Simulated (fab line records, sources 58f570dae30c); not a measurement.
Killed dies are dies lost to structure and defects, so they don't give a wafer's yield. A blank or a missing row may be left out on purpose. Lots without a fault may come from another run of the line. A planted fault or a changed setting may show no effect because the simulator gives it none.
A struck lot beside a sound one | flow berkeley_cmos170 | 15 steps out of a route of 331
Sound: wafers L549.1, L549.3, L549.5. Struck: wafers L534.1, L534.2, L534.5. The cause comes at the end.
At each step with rows: each side's tool, then ch and its chambers, then its first start. Under that, the readings that differ: sound wafers | struck wafers | difference of the means | sigmas: that difference in standard deviations of wafers without a fault.
alike: readings whose means differ by less than 2 such deviations, and words and numbers that are the same on both sides. not compared: withheld readings, readings that some wafer has no value for, bounds like >300 that may hide the same value, and numbers for which the record gives no deviation and whose values overlap.
The two part at a step that has a row with sigmas, a row that says differs or no value, or rows on one side only. Numbers that don't overlap but have no deviation are shown without sigmas and don't part them. A reading that every wafer of one side lacks parts them only if that side has two wafers or more.

UCB170_NVT_TW_MEAS_09:
  sound on film_metro-04, day 9 13:40; struck on film_metro-04, day 6 09:14
  alike: NVT_TW
then, 7 steps without rows for these wafers: UCB170_NVT_CLEAN_10 (cleans in SPM, time 600 s); UCB170_PVT_HMDS_00 (prime time 60 s); UCB170_PVT_COAT_01 (resist thk 900 nm); UCB170_PVT_SOFTBAKE_02 (time 60 s); UCB170_PVT_EXPOSE_03 (exposes mask NWELL, target cd 3000 nm); UCB170_PVT_PEB_04; UCB170_PVT_DEVELOP_05 (develop time 45 s).
UCB170_PVT_OVL_MEAS_06:
  sound on overlay-01, day 9 16:25; struck on overlay-01, day 6 10:29
  alike: PVT_OVL
then, 1 step without rows for these wafers: UCB170_PVT_IMPLANT_07.
UCB170_PVT_STRIP_08: strips in O2.
  sound on plasma_asher-02 ch 0,1, day 9 16:36; struck on plasma_asher-01 ch 0,1, day 6 10:40
  alike: drypump_motor_current_A, oes_product_au, strip_time_to_endpoint_s
  not compared: rf_hours_counter_h
UCB170_PVT_TW_MEAS_09:
  sound on film_metro-04, day 9 16:42; struck on film_metro-04, day 6 10:46
  alike: PVT_TW
UCB170_GATE_WET_ETCH_00: etches SiO2 in dHF, time 200 s.
  sound on wet_bench-03 ch 0, day 9 16:55; struck on wet_bench-03 ch 2, day 6 10:49
  no value came back on the struck wafers for bath_heat_duty_pct (%), run_length_s (s); on the sound wafers bath_heat_duty_pct (%) reads 5.5 5.5 4.8
  reading                                         | sound | struck            | difference | sigmas
  model.SiO2_of_SCREENOX_OXIDATION_01.thk_nm (nm) | 0 0 0 | 14.67 14.58 14.51 | +14.59     |
UCB170_FIELD_THK_MEAS_91:
  sound on film_metro-02, day 9 17:04; struck on film_metro-02, day 6 10:53
  reading                     | sound       | struck      | difference | sigmas
  FIELD_OXIDE_LEFT_2_THK (nm) | 359 364 362 | 385 398 386 | +28        | +3
then, 1 step without rows for these wafers: UCB170_GATE_OXIDATION_01 (target thk 6.6 nm, ox time 1800 s).

WHERE THEY PART
First at UCB170_GATE_WET_ETCH_00; last, within this record, at UCB170_FIELD_THK_MEAS_91.

WHY: what the simulator had put in
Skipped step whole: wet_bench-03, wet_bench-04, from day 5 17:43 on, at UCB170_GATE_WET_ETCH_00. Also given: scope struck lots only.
